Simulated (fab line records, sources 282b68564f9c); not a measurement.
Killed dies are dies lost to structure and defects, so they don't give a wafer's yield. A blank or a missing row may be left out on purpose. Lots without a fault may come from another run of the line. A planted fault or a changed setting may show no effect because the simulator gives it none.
Problem report in the 8D (eight disciplines) form, filled by code | flow rit_cmos | the parts of the form that need people (team, actions taken, sign-off) are left out

1. THE PROBLEM
M1_AL_RS at RIT_M1_RS_MEAS_01 reads a mean of 0.0829 ohm/sq on 6 wafers of 2 lots; wafers without a fault read 0.0743 ohm/sq with a standard deviation of 0.00086. That is +10 standard deviations from the usual mean.
The step: measures by four-point-probe.
First seen on wafer L640.1, day 6 09:02, on film_metro-02. The record holds 42 wafers of 14 lots with a number at this step. Rule for "out", or "out of limits": more than 4 standard deviations from the usual mean. The other wafers with a number count as sound.

2. WHAT IT IS AND WHAT IT IS NOT
question                    | is                     | is not
which readings at this step | M1_AL_RS               | -
which lots                  | L640, L642             | L626, L627, L629, L631, L632, L633, L634, L635, L636, L641, L646, L647
which wafers of those lots  | all that have a number | -
read on which gauges        | film_metro-02          | film_metro-01, film_metro-04
when                        | from day 6 09:02       | up to then (27 sound wafers); but 9 sound wafers of L641, L646, L647 came after

3. SUSPECTS, AND WHAT RULES EACH OUT
Counting: a tool at a process step up to the reading stays a suspect if it ran every lot that is out and no sound lot after the first of them.
- the gauge at RIT_M1_RS_MEAS_01: ruled out. All the wafers that are out were read on film_metro-02, but those of them that RIT_M1_SPUTTER_00 has rows for are out there too, on other tools.
- pvd_sputter-04 at RIT_M1_SPUTTER_00 (material Al, target thk 400 nm, time 500 s): kept. It ran every lot that is out, first L640 (day 6 08:45), and no sound lot after that; its last sound lot up to then is L636 (day 5 11:31). Its own readings are out on those wafers: chamber_pressure_pa.
Left after counting: pvd_sputter-04 at RIT_M1_SPUTTER_00.

4. THE CAUSE (what the simulator had put in)
Process parameter drift: pvd_sputter-04, from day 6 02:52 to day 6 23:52, at RIT_M1_SPUTTER_00. Setting chamber_pressure_pa, moved by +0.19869, from 0.4. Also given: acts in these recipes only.
Counting left only this tool.

5. THE CHAIN OF EFFECTS, in route order
Each row: a reading whose mean over the struck wafers that have a number lies more than 3 standard deviations from the usual. Only readings for which the record gives a usual standard deviation are gone through. hours: the time from each lot's start at the first step in this table that gives one to its start at this step, as a median over the lots. sigmas: the change in usual standard deviations.
hours | step               | reading             | usual         | on struck wafers | change  | sigmas
0     | RIT_M1_SPUTTER_00  | chamber_pressure_pa | 0.3999 Pa     | 0.5987           | +0.1988 | +99 or more
0     | RIT_M1_SPUTTER_00  | throttle_valve_pct  | 30.0 %        | 24.5             | -5.5    | -4.2
0     | RIT_M1_RS_MEAS_01  | M1_AL_RS            | 0.0743 ohm/sq | 0.0829           | +0.0086 | +10
0     | RIT_M1_THK_MEAS_02 | M1_AL_THK           | 383 nm        | 348              | -36     | -7.6
The process steps in it:
- RIT_M1_SPUTTER_00: material Al, target thk 400 nm, time 500 s.

6. WHAT WOULD HAVE CAUGHT IT SOONER
In this record the first reading out of limits at a measuring or inspecting step was taken at day 6 09:02, 6 hours after the fault began at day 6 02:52.
The tool's own readings at RIT_M1_SPUTTER_00 were out on every struck wafer that the step has a row for (chamber_pressure_pa): an alarm limit on them would have fired on the first of those.
Of the lots that are out (2), L642 began RIT_M1_SPUTTER_00 on pvd_sputter-04 after day 6 09:02. A hold on the tool at that time would have spared it.
